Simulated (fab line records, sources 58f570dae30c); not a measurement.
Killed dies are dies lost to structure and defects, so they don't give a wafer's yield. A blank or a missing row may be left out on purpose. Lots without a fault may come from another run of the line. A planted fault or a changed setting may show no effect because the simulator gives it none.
One fault seen from 2 desks | flow berkeley_cmos170 | each desk has only its own numbers; what lay behind them comes last

THE TOOL OWNER'S DESK: rie_metal-02
The tool's own readings at UCB170_M3_METAL_ETCH_18 (etches Al in Cl2/BCl3, stops on SiO2, target depth 1170 nm, time 195 s): means of the sampled wafers that have a number, for each lot that ran on this tool. A lot is out of limits, marked OUT, if its mean lies more than 4 standard deviations from the usual mean; the brackets give that distance.
Columns: A = drypump_motor_current_A at UCB170_M3_METAL_ETCH_18, usual 5.5 A; B = oes_product_au at UCB170_M3_METAL_ETCH_18, usual 0.868 a.u.; C = throttle_valve_pct at UCB170_M3_METAL_ETCH_18, usual 24.24 %
lot  | first seen here | A   | B     | C
L834 | day 9 17:32     | 5.3 | 0.863 | 24.19
L835 | day 9 20:29     | 5.5 | 0.877 | 24.22
L837 | day 10 00:50    | 5.3 | 0.871 | 24.19
L846 | day 11 21:01    | 5.3 | 0.863 | 24.26
L845 | day 11 22:50    | 5.3 | 0.877 | 24.26
This desk's finding: nothing out of limits on any of the 5 lots.

THE METROLOGY DESK
What the gauges read, lot by lot, whatever tool the lot ran on: means of the sampled wafers that have a number. A lot is out of limits, marked OUT, if its mean lies more than 4 standard deviations from the usual mean; the brackets give that distance.
Columns: A = cd_nm at UCB170_M2_CD_MEAS_90, usual 700 nm; B = M3_AL_RS at UCB170_M3_RS_MEAS_02, usual 0.0321 ohm/sq
lot  | first seen here | A   | B
L826 | day 7 17:23     | 699 | 0.0324
L827 | day 7 17:49     | 702 | 0.0320
L829 | day 8 00:50     | 699 | 0.0321
L830 | day 8 11:23     | 700 | 0.0323
L832 | day 8 19:47     | 701 | 0.0327
L834 | day 9 12:06     | 699 | 0.0323
L835 | day 9 14:58     | 700 | 0.0315
L836 | day 9 15:31     | 708 | 0.0320
L837 | day 9 19:06     | 705 | 0.0320
L846 | day 11 14:44    | 696 | 0.0325
L847 | day 11 15:16    | 703 | 0.0328
L845 | day 11 15:38    | 699 | 0.0317
L848 | day 11 15:40    | 705 | 0.0323
L849 | day 12 03:27    | 696 | 0.0317
This desk's finding: nothing out of limits on any of the 14 lots.

PUT TOGETHER
The tool owner's desk saw nothing out of limits.
The metrology desk saw nothing out of limits.

WHAT THE SIMULATOR HAD PUT IN
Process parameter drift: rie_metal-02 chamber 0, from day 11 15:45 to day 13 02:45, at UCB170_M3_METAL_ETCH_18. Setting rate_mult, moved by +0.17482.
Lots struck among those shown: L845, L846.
